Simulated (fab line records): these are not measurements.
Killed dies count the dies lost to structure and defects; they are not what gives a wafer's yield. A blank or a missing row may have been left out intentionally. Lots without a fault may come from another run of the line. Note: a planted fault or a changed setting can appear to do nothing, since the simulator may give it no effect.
8D (eight disciplines) problem report, filled in by code || flow berkeley_cmos170 || the parts of the form that need people (team, actions taken, sign-off) are left out

## 1. WHAT WENT WRONG
Wafers without a fault read 0.872 a.u., standard deviation 0.012; oes_product_au at UCB170_V2_ETCH_14 reads a mean of 0.968 a.u. on 6 wafers belonging to 2 lots. That is +8.0 standard deviations from the usual mean.
The step: etches SiO2 in CHF3/CF4/Ar, stops on Al, target depth 1250 nm, time 291 s.
First observed at day 12 02:16: wafer L689.2, on rie_diel-03. Wafers with a number at this step in the record: 42, from 14 lots. The rule behind "out" and "out of limits": a value lying over 4 standard deviations away from the usual mean. The other wafers with a number count as sound.

## 2. WHAT IT IS, WHAT IT ISN'T
{"question": "which readings at this step", "is": "oes_product_au", "is not": "drypump_motor_current_A, rf_fwd_power_W, throttle_valve_pct"}
{"question": "which lots", "is": "L689, L693", "is not": "L675, L676, L677, L679, L681, L682, L683, L684, L694, L696, L697, L698"}
{"question": "which wafers of those lots", "is": "all that have a number", "is not": "-"}
{"question": "read on which tools", "is": "rie_diel-03", "is not": "rie_diel-02, rie_diel-04"}
{"question": "when", "is": "from day 12 02:16", "is not": "up to then (24 sound wafers); but 12 sound wafers of L694, L696, L697, L698 came after"}

## 3. THE SUSPECTS, EACH WITH WHAT RULES IT OUT
Counting: a tool stays on the suspect list if, at a process step up to the reading, it processed all lots that are out and no sound lot following the first of them.
- rtp_anneal-01 at UCB170_SDANNEAL_RTA_01 (time 5 s): ruled out as a lasting fault. After its first lot that is out, L689 (day 11 06:01), sound lots L697 ran on it.
- rie_diel-03 at UCB170_V2_ETCH_14 (etches SiO2 in CHF3/CF4/Ar, stops on Al, target depth 1250 nm, time 291 s): kept. It processed each lot that is out, first L689 at day 12 02:16, and no sound lot thereafter; up to then, the last sound lot it processed was L676 at day 8 12:25. Out on those wafers are its own readings of oes_product_au.
The count leaves rie_diel-03 at UCB170_V2_ETCH_14.

## 4. THE CAUSE (what the simulator had put in)
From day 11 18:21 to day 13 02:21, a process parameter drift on rie_diel-03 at UCB170_V2_ETCH_14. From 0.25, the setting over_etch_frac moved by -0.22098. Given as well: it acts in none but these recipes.
Counting left only this tool.

## 5. THE CHAIN OF EFFECTS, in route order
Each row: a reading where the mean over the struck wafers with a number is more than 3 standard deviations away from the usual. Only readings whose record carries a usual standard deviation are examined. hours: median over the lots of the time between each lot's start at the first step of this table that gives one and its start at this step. sigmas: the change, counted in usual standard deviations.
{"hours": 0, "step": "UCB170_V2_ETCH_14", "reading": "oes_product_au", "usual": "0.872 a.u.", "on struck wafers": 0.968, "change": "+0.096", "sigmas": "+8.0"}
{"hours": 0, "step": "UCB170_V2_STRIP_15", "reading": "strip_time_to_endpoint_s", "usual": "15.31 s", "on struck wafers": 16.34, "change": "+1.03", "sigmas": "+8.6"}
Here are the process steps it includes:
- UCB170_V2_ETCH_14: etches SiO2 in CHF3/CF4/Ar, stops on Al, target depth 1250 nm, time 291 s.
- UCB170_V2_STRIP_15: strips in O2.
Later steps that measure or inspect, where all struck wafers having a row at the step show a number for every such reading and not one has moved that far: UCB170_M3_CD_MEAS_15.

## 6. HOW IT WOULD HAVE BEEN CAUGHT EARLIER
First out-of-limits reading in this record: day 12 02:16, which is 8 hours after fault onset at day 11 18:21.
